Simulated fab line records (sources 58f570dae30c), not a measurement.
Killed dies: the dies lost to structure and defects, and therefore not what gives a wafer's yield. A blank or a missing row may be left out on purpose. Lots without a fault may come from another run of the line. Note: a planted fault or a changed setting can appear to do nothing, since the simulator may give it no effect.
fab line records	flow berkeleyCmos170
record: lots: 5	wafers: 23
route steps=331 shown PSD@183 NSD@195 BACKSIDE@201 SDANNEAL@205 NLDD@209 CONTACT@217 V1@256 V2@299 M3@310
startH: start of the lot's first displayed wafer, in hours after the record's first day	waitH: time in hours since the lot's previous step	" the same as in the row above	L1.1+2: one row covering several wafers at once	- either no value or no given start	* or withheld: withheld	< > ~ a bound
route shown NAME@n: NAME is a module with steps in the file, n the number in the route of the first one	usual: mean/standard deviation taken from wafers without a fault	same: alike in all rows	chamber/n: place in a boat	sites: each site's reading	_std_site: standard deviation across them	_edge_site: inner sites' mean taken away from outer sites' mean	radiusMm: for every site, how far away it sits from the centre of the wafer	mask NAME#n: copy n	behind: the last tool/chamber to shape the wafer	hold: cause of the lot's hold/its duration in hours/its outcome	device: whichever transistor did not switch (one of n, p or np)	end of line: tests run on the same wafers once the route is complete	for a step that has no rows: nothing shown but its recipe	killed: not the wafer's yield, but the dies lost to structure and defects at the first sort	map: a wafer's dies, marking killed ones x, the rest . and places with no die _
set.NAME: the setting that was run; set.NAME@STEP: the one run at that earlier step	model.NAME: the simulator's own value behind a step, which no gauge read
lots where settings were altered on purpose, with a table for each step and a row for each wafer
== steps ==
step: UCB170_PSD_IMPLANT_08
recipe: species: B	doseCm2: 3e+15	energyKev: 20	tiltDeg: 7
lot.wafer	tool	chamber	startH	waitH	set.energyKev	model.implant.rpNm	model.implant.drpNm
L075.1+3	implanter-04	0	145.19	0.0	21.05	71.38	29.52
L075.2+4+5	"	0	"	"	20	67.86	28.34
L079.1+2+5	implanter-02	0	153.59	0.0	21.15	69.17	29.65
L079.3+4	"	0	"	"	20	65.45	28.34
L081.2+4+5	implanter-03	0	157.54	0.0	20	65.74	28.34
L080.1+3+4+5+6	implanter-04	0	157.64	0.0	20	66.66	28.34
L085.1+2+5	implanter-04	0	185.97	0.0	19.57	66.4	27.91
L085.3+4	"	0	"	"	20	67.84	28.34
step: UCB170_PSD_STRIP_09
recipe: chemistry: O2	powerW: 400	pressureMtorr: 3500	platenTempC: withheld	o2FlowSccm: 400	overashFraction: 0.5
usual: stripTimeToEndpointS: 29.40/0.068
lot.wafer	tool	chamber	startH	waitH	set.energyKev@PSD_IMPLANT_08	stripTimeToEndpointS
L075.1	plasmaAsher-01	0	145.34	0.1	21.05	29.90
L075.2	"	1	"	"	20	29.43
L075.3	"	1	"	"	21.05	29.82
L075.4	"	0	"	"	20	29.39
L075.5	"	1	"	"	20	29.38
L079.1	plasmaAsher-04	1	153.74	0.1	21.15	29.99
L079.2	"	0	"	"	21.15	29.92
L079.3	"	0	"	"	20	29.51
L079.4	"	1	"	"	20	29.44
L079.5	"	1	"	"	21.15	29.88
L081.2	plasmaAsher-01	1	157.66	0.1	20	29.40
L081.4	"	0	"	"	20	29.28
L081.5	"	0	"	"	20	29.25
L080.1	plasmaAsher-02	0	157.79	0.1	20	29.41
L080.3	"	1	"	"	20	29.43
L080.4	"	0	"	"	20	29.42
L080.5	"	1	"	"	20	29.40
L080.6	"	0	"	"	20	29.42
L085.1	plasmaAsher-04	1	186.12	0.1	19.57	29.29
L085.2	"	0	"	"	19.57	29.32
L085.3	"	1	"	"	20	29.47
L085.4	"	0	"	"	20	29.43
L085.5	"	1	"	"	19.57	29.38
step: UCB170_NSD_IMPLANT_08
recipe: species: P	doseCm2: 3e+15	energyKev: 40	tiltDeg: 7
lot.wafer	tool	chamber	startH	waitH	set.energyKev	model.implant.rpNm	model.implant.drpNm
L075.1+2	implanter-01	0	148.19	0.0	41	49.29	21.6
L075.3+4+5	"	0	"	"	40	48.11	21.16
L079.1+5	implanter-01	0	156.48	0.0	38	46.33	20.25
L079.2+3+4	"	0	"	"	40	48.72	21.16
L081.2+4+5	implanter-04	0	159.51	0.0	40	48.92	21.16
L080.1+3	implanter-01	0	159.73	0.0	40	48.39	21.16
L080.4+5+6	"	0	"	"	40.99	49.57	21.6
L085.1+5	implanter-01	0	189.63	0.0	40.64	48.36	21.44
L085.2+3+4	"	0	"	"	40	47.61	21.16
step: UCB170_NSD_STRIP_09
recipe: chemistry: O2	powerW: 400	pressureMtorr: 3500	platenTempC: withheld	o2FlowSccm: 400	overashFraction: 0.5
usual: stripTimeToEndpointS: 35.79/0.055
lot.wafer	tool	chamber	startH	waitH	set.energyKev@NSD_IMPLANT_08	stripTimeToEndpointS
L075.1	plasmaAsher-01	0	148.34	0.1	41	36.04
L075.2	"	1	"	"	41	36.15
L075.3	"	0	"	"	40	35.65
L075.4	"	1	"	"	40	35.68
L075.5	"	1	"	"	40	35.75
L079.1	plasmaAsher-01	1	156.63	0.1	38	35.15
L079.2	"	0	"	"	40	35.79
L079.3	"	1	"	"	40	35.83
L079.4	"	0	"	"	40	35.77
L079.5	"	0	"	"	38	35.06
L081.2	plasmaAsher-03	0	159.63	0.1	40	35.85
L081.4	"	1	"	"	40	35.86
L081.5	"	0	"	"	40	35.91
L080.1	plasmaAsher-04	0	159.88	0.1	40	35.75
L080.3	"	0	"	"	40	35.75
L080.4	"	1	"	"	40.99	36.18
L080.5	"	1	"	"	40.99	36.21
L080.6	"	0	"	"	40.99	36.17
L085.1	plasmaAsher-03	0	189.78	0.1	40.64	36.04
L085.2	"	1	"	"	40	35.82
L085.3	"	0	"	"	40	35.82
L085.4	"	1	"	"	40	35.82
L085.5	"	0	"	"	40.64	36.11
step: UCB170_BACKSIDE_SOFTBAKE_02
recipe: resist: KrF	tempC: 130	timeS: 60
lot.wafer	tool	chamber	startH	waitH	set.timeS
L075.1+2+4	lithoTrack-01	0	148.98	0.1	60
L075.3+5	"	0	"	"	67.17
L079.1+4	lithoTrack-03	0	157.66	0.1	60
L079.2+3+5	"	0	"	"	64.56
L081.2+4+5	lithoTrack-04	0	160.34	0.1	60
L080.1+4+6	lithoTrack-04	0	161.04	0.1	63.78
L080.3+5	"	0	"	"	60
L085.1+2+3+4+5	lithoTrack-04	0	190.91	0.1	60
step: UCB170_BACKSIDE_STRIP_03
recipe: chemistry: O2	powerW: 400	pressureMtorr: 3500	platenTempC: withheld	o2FlowSccm: 400	overashFraction: 0.5
step: UCB170_BACKSIDE_CLEAN_04
recipe: chemistry: SPM	tempC: 120	timeS: 600
step: UCB170_SDANNEAL_RTA_01
recipe: tempC: 1050	timeS: 5	ambient: N2
step: UCB170_SDANNEAL_RS_MEAS_03
recipe: thkMeasGauge: four-point-probe
usual: NSD_RS: 37.21/0.097
lot.wafer	tool	chamber	startH	waitH	set.energyKev@NSD_IMPLANT_08	NSD_RS[ohm/sq]
L075.1	filmMetro-02	-	149.72	0.1	41	37.14
L075.2	"	-	"	"	41	37.08
L075.3	"	-	"	"	40	37.34
L075.4	"	-	"	"	40	37.35
L075.5	"	-	"	"	40	37.26
L079.1	filmMetro-02	-	158.45	0.1	38	37.85
L079.2	"	-	"	"	40	37.19
L079.3	"	-	"	"	40	37.12
L079.4	"	-	"	"	40	37.14
L079.5	"	-	"	"	38	37.75
L081.2	filmMetro-01	-	161.01	0.1	40	37.13
L081.4	"	-	"	"	40	37.05
L081.5	"	-	"	"	40	37.06
L080.1	filmMetro-01	-	161.71	0.1	40	37.18
L080.3	"	-	"	"	40	37.24
L080.4	"	-	"	"	40.99	36.83
L080.5	"	-	"	"	40.99	36.87
L080.6	"	-	"	"	40.99	36.88
L085.1	filmMetro-01	-	192.41	0.1	40.64	36.98
L085.2	"	-	"	"	40	37.12
L085.3	"	-	"	"	40	37.11
L085.4	"	-	"	"	40	37.07
L085.5	"	-	"	"	40.64	36.85
step: UCB170_SDANNEAL_RS_MEAS_05
recipe: thkMeasGauge: four-point-probe
usual: NLDD_RS: 616.2/1.5
lot.wafer	tool	chamber	startH	waitH	set.doseCm2@NLDD_IMPLANT_09	NLDD_RS[ohm/sq]
L075.1	filmMetro-02	-	149.96	0.1	5e+13	612.7
L075.2	"	-	"	"	5e+13	615.3
L075.3	"	-	"	"	5e+13	613.0
L075.4	"	-	"	"	5e+13	616.0
L075.5	"	-	"	"	5e+13	613.3
L079.1	filmMetro-02	-	158.69	0.1	5e+13	615.1
L079.2	"	-	"	"	5e+13	615.7
L079.3	"	-	"	"	5.261e+13	603.9
L079.4	"	-	"	"	5.261e+13	604.0
L079.5	"	-	"	"	5.261e+13	603.3
L081.2	filmMetro-01	-	161.25	0.1	5e+13	617.9
L081.4	"	-	"	"	5e+13	615.5
L081.5	"	-	"	"	5e+13	617.9
L080.1	filmMetro-01	-	161.95	0.1	5e+13	614.7
L080.3	"	-	"	"	5.272e+13	603.8
L080.4	"	-	"	"	5.272e+13	605.5
L080.5	"	-	"	"	5e+13	614.9
L080.6	"	-	"	"	5e+13	617.0
L085.1	filmMetro-01	-	192.65	0.1	5e+13	614.9
L085.2	"	-	"	"	5e+13	616.4
L085.3	"	-	"	"	5e+13	615.2
L085.4	"	-	"	"	5e+13	615.8
L085.5	"	-	"	"	5e+13	615.6
step: UCB170_CONTACT_CVD_01
recipe: material: PSG	targetThkNm: 700	tempC: 450	precursor: SiH4/O2/PH3	timeS: 2820	pressureMtorr: 300	sih4FlowSccm: 60	o2FlowSccm: 90	ph3FlowSccm: 25
lot.wafer	tool	chamber	startH	waitH	set.sih4FlowSccm	model.PSG_of_CONTACT_CVD_01.thkNm
L075.1	-	-	-	0.0	65.19	712.8
L075.2	"	-	"	"	65.19	717.6
L075.3	"	-	"	"	65.19	715.9
L075.4	"	-	"	"	65.19	717.7
L075.5	"	-	"	"	65.19	720.2
L079.1+2	-	-	-	1.0	60	703.1
L079.3	"	-	"	"	60	704.9
L079.4	"	-	"	"	60	703.6
L079.5	"	-	"	"	60	698.7
L081.2	lpcvd-02	0	162.12	0.1	60	716.2
L081.4	"	0	"	"	60	709
L081.5	"	0	"	"	60	711.9
L080.1	-	-	-	0.6	60	698.7
L080.3	"	-	"	"	60	698.3
L080.4	"	-	"	"	60	704.7
L080.5	"	-	"	"	60	697.9
L080.6	"	-	"	"	60	700.4
L085.1	-	-	-	0.0	55.62	674.3
L085.2	"	-	"	"	55.62	680
L085.3	"	-	"	"	55.62	676.7
L085.4	"	-	"	"	55.62	682.7
L085.5	"	-	"	"	55.62	682
step: UCB170_V1_CMP_02
recipe: material: SiO2	downForcePsi: 6	platenRpm: 60	padVelocityMS: 0.75398
lot.wafer	tool	chamber	startH	waitH	set.leaveAboveRefNm	model.SiO2_of_V1_CVD_00.thkNm
L075.4	cmp-02	3	158.95	0.0	1000	1002
L075.3	"	0	"	"	925.3	925.1
L075.2	"	1	"	"	925.3	926.1
L075.1	"	2	"	"	1000	1001
L075.5	"	3	"	"	1000	1003
L079.3	cmp-01	2	169.90	0.5	936.2	935.1
L079.4	"	3	"	"	936.2	938.4
L079.1	"	0	"	"	1000	1002
L079.2	"	1	"	"	936.2	938.9
L079.5	"	2	"	"	1000	1000
L081.2	cmp-01	0	172.47	0.0	1000	1001
L081.4	"	1	"	"	1000	1003
L081.5	"	1	"	"	1000	1004
L080.1	cmp-02	3	175.16	0.1	1000	1003
L080.4	"	1	"	"	1052	1053
L080.3	"	2	"	"	1052	1052
L080.5	"	3	"	"	1000	1001
L080.6	"	0	"	"	1000	999.7
L085.2	cmp-02	2	203.70	0.5	1000	1001
L085.3+5	"	3	"	"	1000	1002
L085.4	"	0	"	"	964.3	963.8
L085.1	"	1	"	"	964.3	965.1
step: UCB170_V1_THK_MEAS_04
recipe: reads: SiO2_of_V1_CVD_00
usual: V1_POLISHED_THK: 1000.8/1.4
lot.wafer	tool	chamber	startH	waitH	set.leaveAboveRefNm@V1_CMP_02	V1_POLISHED_THK[nm]
L075.1	filmMetro-02	-	159.37	0.1	1000	1000.9
L075.2	"	-	"	"	925.3	927.0
L075.3	"	-	"	"	925.3	925.4
L075.4	"	-	"	"	1000	1002.3
L075.5	"	-	"	"	1000	1001.7
L079.1	filmMetro-04	-	170.32	0.1	1000	1001.6
L079.2	"	-	"	"	936.2	939.4
L079.3	"	-	"	"	936.2	935.9
L079.4	"	-	"	"	936.2	938.5
L079.5	"	-	"	"	1000	1000.6
L081.2	filmMetro-04	-	172.91	0.1	1000	1000.3
L081.4	"	-	"	"	1000	1002.9
L081.5	"	-	"	"	1000	1004.6
L080.1	filmMetro-02	-	175.58	0.1	1000	1002.3
L080.3	"	-	"	"	1052	1051.4
L080.4	"	-	"	"	1052	1053.3
L080.5	"	-	"	"	1000	1000.2
L080.6	"	-	"	"	1000	999.9
L085.1	filmMetro-01	-	204.12	0.1	964.3	964.8
L085.2	"	-	"	"	1000	1001.0
L085.3	"	-	"	"	1000	1002.2
L085.4	"	-	"	"	964.3	963.4
L085.5	"	-	"	"	1000	1002.3
step: UCB170_V1_PEB_10
recipe: pebTempC: 130	pebTimeS: withheld	resist: KrF
lot.wafer	tool	chamber	startH	waitH	set.pebTempC
L075.1+2	lithoTrack-01	0	164.20	0.7	128.5
L075.3+4+5	"	0	"	"	130
L079.1+2+3+4+5	lithoTrack-02	0	171.90	0.2	130
L080.1+3+4+5+6	lithoTrack-04	0	177.93	0.3	130
L081.2+4+5	lithoTrack-04	0	178.68	0.8	130
L085.1+3	lithoTrack-02	0	206.13	0.6	132.7
L085.2+4+5	"	0	"	"	130
step: UCB170_V1_DEVELOP_11
recipe: developer: TMAH	developTimeS: 45	resist: KrF	devTempC: 21
step: UCB170_V1_CD_MEAS_12
recipe: targetCdNm: 700
usual: cdNm: 699.5/1.4
lot.wafer	tool	chamber	startH	waitH	set.pebTempC@V1_PEB_10	cdNm
L075.1	cdSem-02	-	164.48	-	128.5	690.1
L075.2	"	-	"	"	128.5	690.0
L075.3	"	-	"	"	130	700.1
L075.4	"	-	"	"	130	700.1
L075.5	"	-	"	"	130	700.4
L079.1	cdSem-02	-	172.17	-	130	700.5
L079.2	"	-	"	"	130	700.6
L079.3	"	-	"	"	130	701.1
L079.4	"	-	"	"	130	701.4
L079.5	"	-	"	"	130	701.1
L080.1	cdSem-01	-	178.20	-	130	700.8
L080.3	"	-	"	"	130	699.6
L080.4	"	-	"	"	130	701.5
L080.5	"	-	"	"	130	700.5
L080.6	"	-	"	"	130	699.7
L081.2	cdSem-01	-	178.95	-	130	699.5
L081.4	"	-	"	"	130	700.3
L081.5	"	-	"	"	130	702.0
L085.1	cdSem-01	-	206.41	-	132.7	718.8
L085.2	"	-	"	"	130	700.7
L085.3	"	-	"	"	132.7	717.1
L085.4	"	-	"	"	130	702.4
L085.5	"	-	"	"	130	701.5
step: UCB170_V1_ETCH_14
recipe: chemistry: CHF3/CF4/Ar	target: SiO2	stopOn: Al	CHF3_flow_sccm: 45	cf4FlowSccm: 15	Ar_flow_sccm: 150	pressureMtorr: 200	rfW: 700	targetDepthA: 12500	overEtchFrac: 0.25	timeS: 291
lot.wafer	tool	chamber	startH	waitH	set.leaveAboveRefNm@V1_CMP_02	set.pebTempC@V1_PEB_10	model.V1.featureDepthNm	model.etch.depthNm	model.V1.cdNm
L075.1	rieDiel-02	1	164.64	0.0	1000	128.5	1002	1001	690.1
L075.2	"	3	"	"	925.3	128.5	926.1	926.1	689.2
L075.3	"	2	"	"	925.3	130	925.1	925.1	698.8
L075.4	"	0	"	"	1000	130	1002	1002	699.4
L075.5	"	0	"	"	1000	130	1003	1003	700.1
L079.1	rieDiel-02	2	172.33	0.0	1000	130	1002	-	699.3
L079.2	"	3	"	"	936.2	130	938.9	938.9	700
L079.3	"	1	"	"	936.2	130	936	-	701.2
L079.4	"	0	"	"	936.2	130	938.5	938.4	700.8
L079.5	"	0	"	"	1000	130	1000	-	700.3
L080.1	rieDiel-02	0	178.36	0.0	1000	130	1003	1003	700.2
L080.3	"	2	"	"	1052	130	1052	1052	699
L080.4	"	1	"	"	1052	130	1054	1053	701.6
L080.5	"	2	"	"	1000	130	1001	1001	700.3
L080.6	"	3	"	"	1000	130	999.7	999.7	699.1
L081.2	rieDiel-01	3	179.08	0.0	1000	130	1001	1001	700.7
L081.4	"	3	"	"	1000	130	1003	1003	701.3
L081.5	"	2	"	"	1000	130	1004	1004	701.6
L085.1	rieDiel-02	0	206.56	0.0	964.3	132.7	965.1	-	717.9
L085.2	"	2	"	"	1000	130	1001	1001	700.9
L085.3	"	3	"	"	1000	132.7	1002	-	715.9
L085.4	"	1	"	"	964.3	130	964.8	-	704.1
L085.5	"	2	"	"	1000	130	1002	1002	701.8
step: UCB170_V1_STRIP_15
recipe: chemistry: O2	powerW: 400	pressureMtorr: 3500	platenTempC: withheld	o2FlowSccm: 400	overashFraction: 0.5
step: UCB170_V1_CD_MEAS_90
recipe: targetCdNm: 700
usual: cdNm: 699.2/1.6
lot.wafer	tool	chamber	startH	waitH	set.pebTempC@V1_PEB_10	cdNm
L075.1	cdSem-01	-	164.91	0.1	128.5	689.8
L075.2	"	-	"	"	128.5	689.2
L075.3	"	-	"	"	130	698.6
L075.4	"	-	"	"	130	699.5
L075.5	"	-	"	"	130	700.1
L079.1	cdSem-01	-	172.61	0.1	130	699.6
L079.2	"	-	"	"	130	699.8
L079.3	"	-	"	"	130	701.2
L079.4	"	-	"	"	130	701.1
L079.5	"	-	"	"	130	700.4
L080.1	cdSem-02	-	178.64	0.1	130	700.0
L080.3	"	-	"	"	130	698.6
L080.4	"	-	"	"	130	701.5
L080.5	"	-	"	"	130	700.3
L080.6	"	-	"	"	130	698.9
L081.2	cdSem-02	-	179.38	0.1	130	700.9
L081.4	"	-	"	"	130	701.1
L081.5	"	-	"	"	130	701.6
L085.1	cdSem-01	-	206.84	0.1	132.7	717.5
L085.2	"	-	"	"	130	700.9
L085.3	"	-	"	"	132.7	716.0
L085.4	"	-	"	"	130	704.2
L085.5	"	-	"	"	130	701.8
step: UCB170_V2_COAT_07
recipe: resist: KrF	spinRpm: 1500	resistThkNm: 900
lot.wafer	tool	chamber	startH	waitH	set.resistThkNm	model.KrF_of_V2_COAT_07.thkNm
L075.1	lithoTrack-03	0	170.11	0.1	900	901.7
L075.2+3	"	0	"	"	900	903.6
L075.4	"	0	"	"	900	902.2
L075.5	"	0	"	"	900	907.1
L079.1	lithoTrack-03	0	178.40	0.1	916.6	920.4
L079.2	"	0	"	"	900	904.9
L079.3	"	0	"	"	900	901.6
L079.4	"	0	"	"	916.6	920.8
L079.5	"	0	"	"	900	900.9
L080.1	lithoTrack-01	0	184.54	0.1	900	898.8
L080.3	"	0	"	"	936.1	936.3
L080.4	"	0	"	"	936.1	934.6
L080.5	"	0	"	"	900	901.1
L080.6	"	0	"	"	936.1	937.2
L081.2	lithoTrack-03	0	185.24	0.1	900	902
L081.4	"	0	"	"	900	904.4
L081.5	"	0	"	"	900	903.1
L085.1	lithoTrack-01	0	211.82	0.1	900	898.5
L085.2	"	0	"	"	900	898.3
L085.3	"	0	"	"	900	900.4
L085.4	"	0	"	"	900	897.7
L085.5	"	0	"	"	900	899.7
step: UCB170_M3_SPUTTER_01
recipe: material: Al	targetThkNm: 900	timeS: 120	powerW: 6000	chamberPressurePa: 0.5
lot.wafer	tool	chamber	startH	waitH	set.timeS	model.Al_of_M3_SPUTTER_01.thkNm
L075.1	pvdSputter-02	-	171.76	0.0	120	913.1
L075.2	"	-	"	"	120	910.3
L075.3	"	-	"	"	120	905.7
L075.4	"	-	"	"	120	909
L075.5	"	-	"	"	120	916.9
L079.1	pvdSputter-02	-	181.09	0.0	137.6	1048
L079.2	"	-	"	"	120	902.3
L079.3	"	-	"	"	137.6	1033
L079.4	"	-	"	"	120	906.5
L079.5	"	-	"	"	137.6	1040
L080.1	pvdSputter-01	-	186.03	0.0	115.5	850.5
L080.3	"	-	"	"	115.5	858.1
L080.4	"	-	"	"	115.5	857.1
L080.5	"	-	"	"	120	890.9
L080.6	"	-	"	"	120	901.6
L081.2	pvdSputter-04	-	186.58	0.0	120	907.7
L081.4	"	-	"	"	120	906.3
L081.5	"	-	"	"	120	908.8
L085.1	pvdSputter-04	-	213.47	0.0	111.5	835.1
L085.2	"	-	"	"	120	909.3
L085.3	"	-	"	"	111.5	842.6
L085.4	"	-	"	"	111.5	831.4
L085.5	"	-	"	"	120	907.4
step: UCB170_M3_RS_MEAS_02
recipe: thkMeasGauge: four-point-probe	reads: Al_of_M3_SPUTTER_01
usual: M3_AL_RS: 0.0322/0.0004
lot.wafer	tool	chamber	startH	waitH	set.timeS@M3_SPUTTER_01	M3_AL_RS[ohm/sq]
L075.1	filmMetro-02	-	171.90	0.1	120	0.0317
L075.2	"	-	"	"	120	0.0318
L075.3	"	-	"	"	120	0.0319
L075.4	"	-	"	"	120	0.0318
L075.5	"	-	"	"	120	0.0316
L079.1	filmMetro-01	-	181.17	0.0	137.6	0.0276
L079.2	"	-	"	"	120	0.0321
L079.3	"	-	"	"	137.6	0.0279
L079.4	"	-	"	"	120	0.0319
L079.5	"	-	"	"	137.6	0.0277
L080.1	filmMetro-01	-	186.15	0.1	115.5	0.0341
L080.3	"	-	"	"	115.5	0.0337
L080.4	"	-	"	"	115.5	0.0338
L080.5	"	-	"	"	120	0.0325
L080.6	"	-	"	"	120	0.0321
L081.2	filmMetro-01	-	186.69	0.1	120	0.0318
L081.4	"	-	"	"	120	0.0318
L081.5	"	-	"	"	120	0.0318
L085.1	filmMetro-03	-	213.55	0.0	111.5	0.0347
L085.2	"	-	"	"	120	0.0318
L085.3	"	-	"	"	111.5	0.0344
L085.4	"	-	"	"	111.5	0.0349
L085.5	"	-	"	"	120	0.0318
step: UCB170_M3_THK_MEAS_03
recipe: thkMeasGauge: xrf	reads: Al_of_M3_SPUTTER_01
usual: M3_AL_THK: 919/12
lot.wafer	tool	chamber	startH	waitH	set.timeS@M3_SPUTTER_01	M3_AL_THK[nm]
L075.1	filmMetro-02	-	172.02	0.1	120	929
L075.2	"	-	"	"	120	929
L075.3	"	-	"	"	120	925
L075.4	"	-	"	"	120	927
L075.5	"	-	"	"	120	938
L079.1	filmMetro-01	-	181.29	0.1	137.6	1075
L079.2	"	-	"	"	120	926
L079.3	"	-	"	"	137.6	1063
L079.4	"	-	"	"	120	930
L079.5	"	-	"	"	137.6	1068
L080.1	filmMetro-01	-	186.27	0.1	115.5	871
L080.3	"	-	"	"	115.5	884
L080.4	"	-	"	"	115.5	879
L080.5	"	-	"	"	120	914
L080.6	"	-	"	"	120	928
L081.2	filmMetro-01	-	186.80	0.1	120	935
L081.4	"	-	"	"	120	929
L081.5	"	-	"	"	120	935
L085.1	filmMetro-03	-	213.67	0.1	111.5	848
L085.2	"	-	"	"	120	919
L085.3	"	-	"	"	111.5	855
L085.4	"	-	"	"	111.5	842
L085.5	"	-	"	"	120	920
== key ==
split: step: UCB170_PSD_IMPLANT_08	setting: energyKev	stated: 20	by: wafer
response: step: UCB170_PSD_IMPLANT_08	reading: model.implant.rpNm	change: +0.659	per: 1%	r: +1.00
response: step: UCB170_PSD_IMPLANT_08	reading: model.implant.drpNm	change: +0.225	per: 1%	r: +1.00
response: step: UCB170_PSD_STRIP_09	reading: stripTimeToEndpointS	change: *	per: 1%	r: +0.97
split: step: UCB170_NSD_IMPLANT_08	setting: energyKev	stated: 40	by: wafer
response: step: UCB170_NSD_IMPLANT_08	reading: model.implant.rpNm	change: +0.476	per: 1%	r: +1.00
response: step: UCB170_NSD_IMPLANT_08	reading: model.implant.drpNm	change: +0.18	per: 1%	r: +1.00
response: step: UCB170_NSD_STRIP_09	reading: stripTimeToEndpointS	change: *	per: 1%	r: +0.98
response: step: UCB170_SDANNEAL_RS_MEAS_03	reading: NSD_RS	change: -0.123	per: 1%	r: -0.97
split: step: UCB170_BACKSIDE_SOFTBAKE_02	setting: timeS	stated: 60	by: wafer
response none clear
split: step: UCB170_CONTACT_CVD_01	setting: sih4FlowSccm	stated: 60	by: lot
response: step: UCB170_CONTACT_CVD_01	reading: model.PSG_of_CONTACT_CVD_01.thkNm	change: +2.32	per: 1%	r: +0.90
split: step: UCB170_V1_CMP_02	setting: leaveAboveRefNm	stated: 1000	by: wafer
response: step: UCB170_V1_CMP_02	reading: model.SiO2_of_V1_CVD_00.thkNm	change: +10.1	per: 1%	r: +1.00
response: step: UCB170_V1_THK_MEAS_04	reading: V1_POLISHED_THK	change: +10	per: 1%	r: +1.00
response: step: UCB170_V1_ETCH_14	reading: model.V1.featureDepthNm	change: +10.1	per: 1%	r: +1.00
response: step: UCB170_V1_ETCH_14	reading: model.etch.depthNm	change: +10.1	per: 1%	r: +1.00
split: step: UCB170_V1_PEB_10	setting: pebTempC	stated: 130	by: wafer
response: step: UCB170_V1_CD_MEAS_12	reading: cdNm	change: +8.1	per: 1%	r: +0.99
response: step: UCB170_V1_ETCH_14	reading: model.V1.cdNm	change: +7.4	per: 1%	r: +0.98
response: step: UCB170_V1_CD_MEAS_90	reading: cdNm	change: +7.32	per: 1%	r: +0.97
split: step: UCB170_V2_COAT_07	setting: resistThkNm	stated: 900	by: wafer
response: step: UCB170_V2_COAT_07	reading: model.KrF_of_V2_COAT_07.thkNm	change: +9.14	per: 1%	r: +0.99
split: step: UCB170_M3_SPUTTER_01	setting: timeS	stated: 120	by: wafer
response: step: UCB170_M3_SPUTTER_01	reading: model.Al_of_M3_SPUTTER_01.thkNm	change: +9.52	per: 1%	r: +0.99
response: step: UCB170_M3_RS_MEAS_02	reading: M3_AL_RS	change: -0.000314	per: 1%	r: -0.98
response: step: UCB170_M3_THK_MEAS_03	reading: M3_AL_THK	change: +9.79	per: 1%	r: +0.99
split outsideThisFile step=UCB170_NLDD_IMPLANT_09 setting=doseCm2
split outsideThisFile: this setting was split too, and the file shows its column; the key of that split is in another file
